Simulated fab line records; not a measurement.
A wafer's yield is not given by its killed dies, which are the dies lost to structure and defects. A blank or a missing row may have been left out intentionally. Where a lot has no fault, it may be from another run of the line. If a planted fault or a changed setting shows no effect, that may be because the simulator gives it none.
Which tool was responsible? + flow ritCmos + 48 wafers sampled from 16 lots at 1 step of a route of 202

== WHAT EACH GAUGE READ, for each wafer ==
Not one reading of a measure or inspect step in the record can be checked against a usual standard deviation.

== WHICH TOOL RAN EACH LOT (tool, then ch and the chambers of the sampled wafers, then the start) ==
| lot  | RIT_PSD_SOFTBAKE_02             |
|------|---------------------------------|
| L489 | lithoTrack-02 ch 0, day 3 03:58 |
| L490 | lithoTrack-03 ch 0, day 3 09:57 |
| L491 | lithoTrack-04 ch 0, day 3 12:30 |
| L492 | lithoTrack-03 ch 0, day 3 19:33 |
| L494 | lithoTrack-02 ch 0, day 4 03:04 |
| L495 | lithoTrack-02 ch 0, day 4 06:23 |
| L496 | lithoTrack-02 ch 0, day 4 15:01 |
| L497 | lithoTrack-02 ch 0, day 4 16:51 |
| L498 | lithoTrack-02 ch 0, day 4 23:29 |
| L499 | lithoTrack-02 ch 0, day 5 07:07 |
| L500 | lithoTrack-02 ch 0, day 5 08:13 |
| L502 | lithoTrack-03 ch 0, day 5 17:27 |
| L503 | lithoTrack-03 ch 0, day 5 22:49 |
| L510 | lithoTrack-04 ch 0, day 7 11:02 |
| L511 | lithoTrack-04 ch 0, day 7 16:20 |
| L512 | lithoTrack-04 ch 0, day 7 23:59 |
- RIT_PSD_SOFTBAKE_02: time 60 s.

== WHAT THE TOOLS THEMSELVES READ (means of the sampled wafers that have a number; where no wafer has one, the mark that the record gives instead) ==
RIT_PSD_SOFTBAKE_02.
| lot  | tool          | exhaustPa (Pa) | heaterPowerTotalW (W) | plateTempC (C) |
|------|---------------|----------------|-----------------------|----------------|
| L489 | lithoTrack-02 | 45.8           | 34.60                 | 89.85          |
| L490 | lithoTrack-03 | 43.6           | 34.58                 | 89.93          |
| L491 | lithoTrack-04 | 45.3           | 34.58                 | 89.92          |
| L492 | lithoTrack-03 | 44.8           | 34.55                 | 89.93          |
| L494 | lithoTrack-02 | 45.8           | 34.56                 | 89.95          |
| L495 | lithoTrack-02 | 44.9           | 34.55                 | 90.04          |
| L496 | lithoTrack-02 | 44.5           | 34.57                 | 90.04          |
| L497 | lithoTrack-02 | 44.1           | 38.81                 | 97.82          |
| L498 | lithoTrack-02 | 44.3           | 38.80                 | 97.81          |
| L499 | lithoTrack-02 | 44.4           | 38.71                 | 97.66          |
| L500 | lithoTrack-02 | 47.3           | 38.72                 | 97.50          |
| L502 | lithoTrack-03 | 45.1           | 34.59                 | 89.93          |
| L503 | lithoTrack-03 | 44.7           | 34.52                 | 90.10          |
| L510 | lithoTrack-04 | 45.3           | 34.59                 | 89.97          |
| L511 | lithoTrack-04 | 45.2           | 34.57                 | 89.99          |
| L512 | lithoTrack-04 | 44.3           | 34.59                 | 89.87          |

== THE ANSWER, worked out from the rows above alone ==
Rule: the usual values come from the lots themselves. The widest of any qualifying gaps counts: lots, ordered by their means at a reading, are off when they make up no more than a third of the lots, leave a main group of 4 or more, and stand apart from it by 3 or more times the standard deviation of that group's means. A main group is skipped when, at the precision printed for the reading in the tables above, its means are all equal. A lot without any number at a reading at which 4 lots or more have one is off too. The other lots that the step has rows for count as sound. After the gauges, taken in route order, come the tools' own readings; for these a lot's mean is taken, as printed above. At the first step where some lot is off, the reading lying furthest off is the one used; lots without a number count as furthest.
Off: L497, L498, L499, L500 (RIT_PSD_SOFTBAKE_02, heaterPowerTotalW). Main group: mean 34.57 W, sd 0.022.
If a tool, at that step or one of the process steps before it, ran each lot that is off and ran no sound lot following the first of them, it fits. One candidate fits, namely lithoTrack-02 at RIT_PSD_SOFTBAKE_02. A fault onset in the window from L496 (day 4 15:01, its last sound lot) to L497 (day 4 16:51, its first lot off) fits.
The tool's own readings at RIT_PSD_SOFTBAKE_02 bear it out: on the lots that are off they differ by more than 5 times the standard deviation of the sound lots' means. heaterPowerTotalW reads 38.76 W there against 34.57 W on the sound lots; plateTempC reads 97.70 C there against 89.96 C on the sound lots.

== WHAT THE SIMULATOR HAD INSERTED ==
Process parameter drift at RIT_PSD_SOFTBAKE_02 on lithoTrack-02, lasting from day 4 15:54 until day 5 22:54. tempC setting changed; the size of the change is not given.
Shown lots that were struck: L497, L498, L499, L500. The rule above found the same.
